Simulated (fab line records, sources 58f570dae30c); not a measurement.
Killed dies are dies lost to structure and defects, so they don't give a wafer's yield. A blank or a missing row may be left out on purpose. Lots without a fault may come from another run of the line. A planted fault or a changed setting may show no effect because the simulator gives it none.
Which tool did it? | flow berkeley_cmos170 | 15 lots, 45 wafers sampled, at 4 steps of a route of 331

WHAT THE GAUGES READ, wafer by wafer
UCB170_M2_OVL_MEAS_16. Usual: M2_OVL -1 nm, standard deviation 6.1.
lot  | measured     | on         | M2_OVL (nm) | flag
L942 | day 6 23:03  | overlay-02 | 15 6 0      |
L943 | day 7 14:28  | overlay-02 | -4 -8 -10   |
L944 | day 8 04:18  | overlay-02 | -2 2 2      |
L945 | day 8 03:57  | overlay-02 | 5 1 2       |
L954 | day 9 10:16  | overlay-01 | -10 -8 -3   |
L956 | day 10 06:10 | overlay-02 | -5 -2 -13   |
L958 | day 10 22:29 | overlay-01 | 1 4 0       |
L961 | day 11 15:29 | overlay-01 | 9 1 1       |
L962 | day 11 15:45 | overlay-02 | -5 -2 -12   |
L963 | day 11 15:13 | overlay-02 | -11 -4 -8   |
L964 | day 11 22:07 | overlay-02 | 6 6 5       |
L965 | day 11 22:14 | overlay-02 | 0 15 -3     |

WHICH TOOL RAN EACH LOT (tool, then ch and the chambers of the sampled wafers, then the start)
lot  | UCB170_PWELL_STRIP_16               | UCB170_ACTIVE_SOFTBAKE_09        | UCB170_GATE_EXPOSE_09
L942 | plasma_asher-03 ch 0, day 2 21:14   | litho_track-02 ch 0, day 3 23:59 | krf_scanner-01 ch 0, day 5 15:04
L943 | plasma_asher-02 ch 0,1, day 3 07:03 | litho_track-04 ch 0, day 4 10:41 | krf_scanner-01 ch 0, day 6 01:37
L944 | plasma_asher-02 ch 0,1, day 3 15:24 | litho_track-03 ch 0, day 4 21:31 | krf_scanner-01 ch 0, day 6 14:10
L945 | plasma_asher-04 ch 0,1, day 3 17:37 | litho_track-02 ch 0, day 4 21:17 | krf_scanner-02 ch 0, day 6 14:44
L946 | plasma_asher-03 ch 0, day 3 22:52   | litho_track-03 ch 0, day 5 03:08 | krf_scanner-01, day 6 17:05
L947 | plasma_asher-04 ch 0,1, day 4 05:01 | litho_track-02 ch 0, day 5 03:05 | krf_scanner-01, day 6 17:11
L949 | plasma_asher-02 ch 1, day 4 14:01   | litho_track-04 ch 0, day 5 13:06 | krf_scanner-02, day 7 02:00
L954 | plasma_asher-03 ch 0,1, day 5 08:52 | litho_track-03 ch 0, day 6 06:17 | krf_scanner-01 ch 0, day 8 01:50
L956 | plasma_asher-03 ch 0,1, day 5 21:55 | litho_track-03 ch 0, day 7 00:55 | krf_scanner-01 ch 0, day 8 18:53
L958 | plasma_asher-04 ch 0,1, day 6 07:01 | litho_track-02 ch 0, day 7 09:05 | krf_scanner-02 ch 0, day 9 07:04
L961 | plasma_asher-03 ch 0, day 7 00:05   | litho_track-04 ch 0, day 8 05:24 | krf_scanner-02 ch 0, day 10 02:35
L962 | plasma_asher-02 ch 0,1, day 7 00:07 | litho_track-04 ch 0, day 8 05:52 | krf_scanner-01 ch 0, day 10 02:51
L963 | plasma_asher-02 ch 0,1, day 7 07:03 | litho_track-04 ch 0, day 8 11:18 | krf_scanner-01 ch 0, day 10 09:37
L964 | plasma_asher-04 ch 0,1, day 7 08:59 | litho_track-04 ch 0, day 8 15:20 | krf_scanner-01 ch 0, day 10 14:38
L965 | plasma_asher-02 ch 0,1, day 7 13:24 | litho_track-02 ch 0, day 8 15:02 | krf_scanner-02 ch 0, day 10 14:50
- UCB170_PWELL_STRIP_16: strips in O2.
- UCB170_ACTIVE_SOFTBAKE_09: time 60.94 s.
- UCB170_GATE_EXPOSE_09: exposes mask POLY, target cd 350 nm.

WHAT THE TOOLS THEMSELVES READ (means of the sampled wafers that have a number; where no wafer has one, the mark that the record gives instead)
UCB170_PWELL_STRIP_16. Usual: drypump_motor_current_A 5.6 A, standard deviation 0.53; oes_product_au 0.721 a.u., standard deviation 0.0042; strip_time_to_endpoint_s 18.05 s, standard deviation 0.089.
lot  | tool            | drypump_motor_current_A (A) | oes_product_au (a.u.) | strip_time_to_endpoint_s (s) | flag
L942 | plasma_asher-03 | 6.3                         | 0.722                 | 18.11                        |
L943 | plasma_asher-02 | 5.4                         | 0.721                 | 18.06                        |
L944 | plasma_asher-02 | 5.9                         | 0.724                 | 18.13                        |
L945 | plasma_asher-04 | 5.4                         | 0.719                 | 18.04                        |
L946 | plasma_asher-03 | 6.3                         | 0.719                 | 18.02                        |
L947 | plasma_asher-04 | 5.4                         | 0.721                 | 18.00                        |
L949 | plasma_asher-02 | 4.9                         | 0.722                 | 18.17                        |
L954 | plasma_asher-03 | 5.6                         | 0.724                 | 18.11                        |
L956 | plasma_asher-03 | 5.6                         | 0.721                 | 17.93                        |
L958 | plasma_asher-04 | 5.6                         | 0.723                 | 17.93                        |
L961 | plasma_asher-03 | 6.3                         | 0.719                 | 18.11                        |
L962 | plasma_asher-02 | 5.4                         | 0.720                 | 18.08                        |
L963 | plasma_asher-02 | 5.5                         | 0.719                 | 18.04                        |
L964 | plasma_asher-04 | 5.6                         | 0.721                 | 17.97                        |
L965 | plasma_asher-02 | 5.9                         | 0.720                 | 17.93                        |

UCB170_ACTIVE_SOFTBAKE_09. Usual: chill_plate_temp_C 22.99 C, standard deviation 0.11; plate_sensor_t_centre_C 131.41 C, standard deviation 0.01; plate_sensor_t_edge_C 131.53 C, standard deviation 0.01; softbake_temp_c 130.01 C, standard deviation 0.14.
lot  | tool           | chill_plate_temp_C (C) | plate_sensor_t_centre_C (C) | plate_sensor_t_edge_C (C) | softbake_temp_c (C) | flag
L942 | litho_track-02 | 23.08                  | 131.41                      | 131.53                    | 130.06              |
L943 | litho_track-04 | 22.98                  | 131.42                      | 131.53                    | 130.14              |
L944 | litho_track-03 | 23.03                  | 131.40                      | 131.53                    | 130.26              |
L945 | litho_track-02 | 22.99                  | 131.41                      | 131.53                    | 129.95              |
L946 | litho_track-03 | 22.82                  | 131.41                      | 131.54                    | 130.03              |
L947 | litho_track-02 | 22.99                  | 131.41                      | 131.54                    | 130.09              |
L949 | litho_track-04 | 23.03                  | 131.41                      | 131.53                    | 129.92              |
L954 | litho_track-03 | 22.92                  | 131.40                      | 131.53                    | 130.23              |
L956 | litho_track-03 | 23.02                  | 131.41                      | 131.53                    | 130.08              |
L958 | litho_track-02 | 22.96                  | 131.40                      | 131.53                    | 130.02              |
L961 | litho_track-04 | 22.78                  | 131.41                      | 131.54                    | 129.98              |
L962 | litho_track-04 | 23.09                  | 131.42                      | 131.53                    | 129.75              |
L963 | litho_track-04 | 23.04                  | 131.41                      | 131.53                    | 129.95              |
L964 | litho_track-04 | 23.08                  | 131.40                      | 131.53                    | 129.81              |
L965 | litho_track-02 | 23.04                  | 131.40                      | 131.52                    | 129.93              |

UCB170_GATE_EXPOSE_09. Usual: exposure_dose_mJ_cm2 20.756, standard deviation 0.021; focus_offset_nm 0.0 nm, standard deviation 0.54.
lot  | tool           | exposure_dose_mJ_cm2 | focus_offset_nm (nm) | flag
L942 | krf_scanner-01 | 20.765               | 0.1                  |
L943 | krf_scanner-01 | 20.779               | 0.3                  |
L944 | krf_scanner-01 | 20.753               | -0.3                 |
L945 | krf_scanner-02 | 20.754               | 0.7                  |
L946 | krf_scanner-01 | -                    | -                    | OFF
L947 | krf_scanner-01 | -                    | -                    | OFF
L949 | krf_scanner-02 | -                    | -                    | OFF
L954 | krf_scanner-01 | 20.769               | -0.3                 |
L956 | krf_scanner-01 | 20.742               | -0.4                 |
L958 | krf_scanner-02 | 20.758               | -0.6                 |
L961 | krf_scanner-02 | 20.770               | 0.2                  |
L962 | krf_scanner-01 | 20.752               | -0.2                 |
L963 | krf_scanner-01 | 20.720               | 0.0                  |
L964 | krf_scanner-01 | 20.772               | 0.3                  |
L965 | krf_scanner-02 | 20.740               | -0.8                 |

THE ANSWER, worked out from the rows above alone
Rule: a lot is off if the mean of its wafers that have a number lies more than 3 standard deviations from the usual mean. A lot without any number at a reading at which 4 lots or more have one is off too. The other lots that the step has rows for count as sound. The gauges are gone through in route order, then the tools' own readings, and for those a lot's mean is taken as printed above. The first step at which some lot is off is used, and at that step the reading that is off furthest; a lot without a number counts as furthest.
Off: L946, L947, L949, at UCB170_GATE_EXPOSE_09 (exposure_dose_mJ_cm2). Without a number there: L946, L947, L949.
A tool fits if, at that step or a process step before it, it ran every lot that is off, and no sound lot after the first of them. None of those tried fits.

WHAT THE SIMULATOR HAD PUT IN
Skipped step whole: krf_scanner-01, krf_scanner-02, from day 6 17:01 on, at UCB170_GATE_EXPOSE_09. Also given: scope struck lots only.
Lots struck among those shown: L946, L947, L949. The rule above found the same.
